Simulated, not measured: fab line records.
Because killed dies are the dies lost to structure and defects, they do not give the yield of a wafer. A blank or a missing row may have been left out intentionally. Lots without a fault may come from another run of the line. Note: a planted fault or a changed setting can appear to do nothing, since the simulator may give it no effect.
fab line records    flow rit-cmos
record: lots: 6  wafers: 18  last-day: 7
route steps=202 shown PWELL@44 WELLDRIVE@50 NWELL@51 NRETRO@53
lots that met no fault: taken from a fault-free run of the same line
start-h: the number of hours between the record's first day and the start of the first shown wafer of the lot    wait-h: hours since the lot's step before    " same as the row above    L1.1+2: one row covering several wafers at once    - no value, or no start was given    * or withheld: withheld    < > ~ a bound
route shown NAME@n: a module of which the file shows steps, and the number in the route of the first    usual: mean/standard deviation of fault-free wafers    same: alike in all rows    chamber/n: place in a boat    sites: each site's reading    _std_site: how widely they spread, as a standard deviation    _edge_site: outer sites' mean less inner sites'    radius-mm: for every site, how far away it sits from the centre of the wafer    mask NAME#n: copy n    behind: the most recent tool/chamber to have shaped the wafer    hold: why the lot went on hold/how many hours it stayed there/how the hold came to an end    device: transistor that didn't switch, given as n, p or np    end of line: the route-end tests of the same wafers    where a step has no rows: the recipe by itself    killed: the dies lost at the first sort to structure and to defects; this is not the yield of the wafer    map: dies across one wafer; x = killed, . = not, _ = none there
set.NAME: the setting as run; set.NAME@STEP: as run at that earlier step    model.NAME: the simulator's own value behind a step, which no gauge read
lots at selected steps of the route; one table per step, one row per wafer
services: from which hour (start-h, from the record's first day; less than 0 if before it) a tool's chamber was out of use, for how many hours, and why
== steps ==
step: RIT_PWELL_DEVELOP_05
recipe: resist: NOVOLAK  develop-time-s: 68  dev-temp-c: 23
step: RIT_PWELL_OVL_MEAS_06
usual: PWELL_OVL: 0.2/1.4
lot.wafer  tool        chamber  start-h  wait-h  PWELL_OVL[nm]
L688.1     overlay-01  -        50.13    -       -0.9
L688.5     "           -        "        "       -2.2
L688.6     "           -        "        "       -2.4
L696.2     overlay-02  -        88.61    -       1.1
L696.3     "           -        "        "       1.0
L696.6     "           -        "        "       0.7
L697.1     overlay-01  -        93.25    -       3.3
L697.2     "           -        "        "       2.2
L697.6     "           -        "        "       3.2
L698.1     overlay-01  -        100.45   -       0.7
L698.5     "           -        "        "       0.4
L698.6     "           -        "        "       1.4
L700.3     overlay-02  -        108.77   -       0.4
L700.4     "           -        "        "       0.2
L700.6     "           -        "        "       1.7
L706.2     overlay-01  -        138.57   -       1.8
L706.5     "           -        "        "       1.9
L706.6     "           -        "        "       2.1
step: RIT_PWELL_HARDBAKE_07
recipe: resist: NOVOLAK  temp-c: 140  time-s: 120
step: RIT_PWELL_IMPLANT_08
recipe: species: B  energy-kev: 170  dose-cm2: 7e+13  tilt-deg: 7
step: RIT_PWELL_STRIP_09
recipe: chemistry: O2  time-s: 180  resist: NOVOLAK  platen-temp-c: withheld  power-w: 500  pressure-mtorr: 4000  o2-flow-sccm: 4000
usual: drypump-motor-current-A: 5.7/0.35
lot.wafer  tool             chamber  start-h  wait-h  drypump-motor-current-A  rf-hours-counter-h
L688.1     plasma-asher-02  0        50.56    0.1     5.2                      41
L688.5     "                0        "        "       5.2                      -
L688.6     "                1        "        "       6.0                      -
L696.2     plasma-asher-04  1        89.04    0.1     6.1                      30
L696.3     "                1        "        "       6.1                      -
L696.6     "                0        "        "       5.5                      -
L697.1     plasma-asher-03  1        93.69    0.1     6.0                      43
L697.2     "                0        "        "       5.5                      43
L697.6     "                1        "        "       6.0                      -
L698.1     plasma-asher-02  1        101.02   0.1     6.0                      47
L698.5     "                0        "        "       5.2                      -
L698.6     "                1        "        "       6.0                      -
L700.3     plasma-asher-03  0        109.26   0.1     5.5                      -
L700.4     "                1        "        "       6.0                      -
L700.6     "                1        "        "       6.0                      -
L706.2     plasma-asher-02  1        139.00   0.1     6.0                      51
L706.5     "                0        "        "       5.2                      -
L706.6     "                1        "        "       6.0                      -
step: RIT_PWELL_TW_MEAS_10
usual: PWELL_TW: 952/5.4
lot.wafer  tool           chamber  start-h  wait-h  PWELL_TW
L688.1     film-metro-04  -        50.74    0.1     955
L688.5     "              -        "        "       954
L688.6     "              -        "        "       956
L696.2     film-metro-01  -        89.22    0.1     947
L696.3     "              -        "        "       943
L696.6     "              -        "        "       944
L697.1     film-metro-02  -        93.86    0.1     950
L697.2     "              -        "        "       953
L697.6     "              -        "        "       954
L698.1     film-metro-01  -        101.20   0.1     952
L698.5     "              -        "        "       954
L698.6     "              -        "        "       951
L700.3     film-metro-01  -        109.39   0.1     948
L700.4     "              -        "        "       948
L700.6     "              -        "        "       951
L706.2     film-metro-02  -        139.19   0.1     957
L706.5     "              -        "        "       953
L706.6     "              -        "        "       963
step: RIT_WELLDRIVE_ANNEAL_00
recipe: temp-c: 1100  time-s: 14700  ambient: N2
step: RIT_WELLDRIVE_RS_MEAS_01
recipe: thk-meas-gauge: four-point-probe
usual: NWELL_RS: 275.2/0.63
lot.wafer  tool           chamber  start-h  wait-h  NWELL_RS[ohm/sq]
L688.1     film-metro-01  -        57.14    0.0     274.1
L688.5     "              -        "        "       274.6
L688.6     "              -        "        "       274.9
L696.2     film-metro-01  -        95.07    0.0     276.0
L696.3     "              -        "        "       275.7
L696.6     "              -        "        "       275.5
L697.1     film-metro-02  -        100.13   0.0     275.4
L697.2     "              -        "        "       275.5
L697.6     "              -        "        "       274.6
L698.1     film-metro-04  -        106.78   0.0     273.9
L698.5     "              -        "        "       274.1
L698.6     "              -        "        "       274.7
L700.3     film-metro-02  -        114.56   0.0     275.0
L700.4     "              -        "        "       276.1
L700.6     "              -        "        "       275.4
L706.2     film-metro-04  -        145.82   0.0     275.8
L706.5     "              -        "        "       275.6
L706.6     "              -        "        "       274.7
step: RIT_WELLDRIVE_RS_MEAS_02
recipe: thk-meas-gauge: four-point-probe
usual: PWELL_RS: 429.2/1.5
lot.wafer  tool           chamber  start-h  wait-h  PWELL_RS[ohm/sq]
L688.1     film-metro-01  -        57.26    0.1     431.1
L688.5     "              -        "        "       429.6
L688.6     "              -        "        "       430.5
L696.2     film-metro-01  -        95.19    0.1     429.2
L696.3     "              -        "        "       429.5
L696.6     "              -        "        "       429.6
L697.1     film-metro-02  -        100.25   0.1     427.8
L697.2     "              -        "        "       426.7
L697.6     "              -        "        "       426.7
L698.1     film-metro-04  -        106.90   0.1     429.4
L698.5     "              -        "        "       429.0
L698.6     "              -        "        "       427.6
L700.3     film-metro-02  -        114.68   0.1     430.3
L700.4     "              -        "        "       429.7
L700.6     "              -        "        "       429.2
L706.2     film-metro-04  -        145.94   0.1     428.3
L706.5     "              -        "        "       430.1
L706.6     "              -        "        "       431.3
step: RIT_NRETRO_HMDS_00
recipe: prime-time-s: 60  prime-temp-c: 140
step: RIT_NRETRO_COAT_01
recipe: resist: NOVOLAK  spin-rpm: 2000  resist-thk-nm: 1300
step: RIT_NRETRO_SOFTBAKE_02
recipe: resist: NOVOLAK  temp-c: 90  time-s: 60
step: RIT_NRETRO_EXPOSE_03
recipe: mask-id: M4  na: 0.57  target-cd-nm: 43900  dose-mj: 250
usual: exposure-dose-mJ-cm2: 250.01/0.24  focus-offset-nm: 0.0/0.53
lot.wafer  tool              chamber  start-h  wait-h  mask  exposure-dose-mJ-cm2  focus-offset-nm
L688.1     iline-stepper-01  0        57.95    0.2     M4#0  250.22                0.7
L688.5     "                 0        "        "       M4#0  250.17                1.2
L688.6     "                 0        "        "       M4#0  250.17                0.3
L696.2     iline-stepper-01  0        95.89    0.2     M4#0  249.93                0.3
L696.3     "                 0        "        "       M4#0  249.91                0.7
L696.6     "                 0        "        "       M4#0  250.29                -0.2
L697.1     iline-stepper-01  -        100.82   0.1     M4#0  -                     -
L697.2     "                 -        "        "       M4#0  -                     -
L697.6     "                 -        "        "       M4#0  -                     -
L698.1     iline-stepper-01  -        107.47   0.1     M4#0  -                     -
L698.5     "                 -        "        "       M4#0  -                     -
L698.6     "                 -        "        "       M4#0  -                     -
L700.3     iline-stepper-01  0        115.37   0.2     M4#0  249.98                0.0
L700.4     "                 0        "        "       M4#0  250.02                0.3
L700.6     "                 0        "        "       M4#0  250.00                0.5
L706.2     iline-stepper-02  0        146.64   0.2     M4#0  250.08                -1.2
L706.5     "                 0        "        "       M4#0  249.97                0.1
L706.6     "                 0        "        "       M4#0  250.19                -0.6
step: RIT_NRETRO_PEB_04
recipe: resist: NOVOLAK  temp-c: withheld  time-s: withheld
== services ==
tool              chamber  start-h  hours  kind
iline-stepper-02  -        43.19    4.4    pm
iline-stepper-02  0        70.03    -      calibration
iline-stepper-02  -        72.64    1.7    pm
iline-stepper-01  0        104.89   -      calibration
plasma-asher-02   -        128.81   0.6    repair
plasma-asher-03   -        131.59   4.5    repair
iline-stepper-01  -        135.43   2.4    repair
iline-stepper-01  -        137.80   1.7    pm
== key ==
first-sign: step: RIT_NRETRO_EXPOSE_03  reading: tool-record  direction: missing
effect none on later readings
met-at RIT_NRETRO_EXPOSE_03
struck-wafers L697.1,L697.2,L697.6,L698.1,L698.5,L698.6
sort-left-out L697.1,L697.2,L697.6,L698.1,L698.5,L698.6
tester-left-out L697,L698
onset-between 95.89 100.82
fault: kind: skipped-step-whole  tool: iline-stepper-01  chamber: -  onset-h: 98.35  steps: RIT_NRETRO_EXPOSE_03  scope: struck-lots-only
tester-left-out: of these lots the tester's yield and bins aren't shown, on N5 and GAA mostly nor the transistor test; their killed dies are dies lost to structure and defects alone, not to doping, threshold or leakage, so they don't give the yield
sort-left-out: the simulated sort isn't trusted on such a fault, so these wafers' sort isn't shown, and their yield isn't known
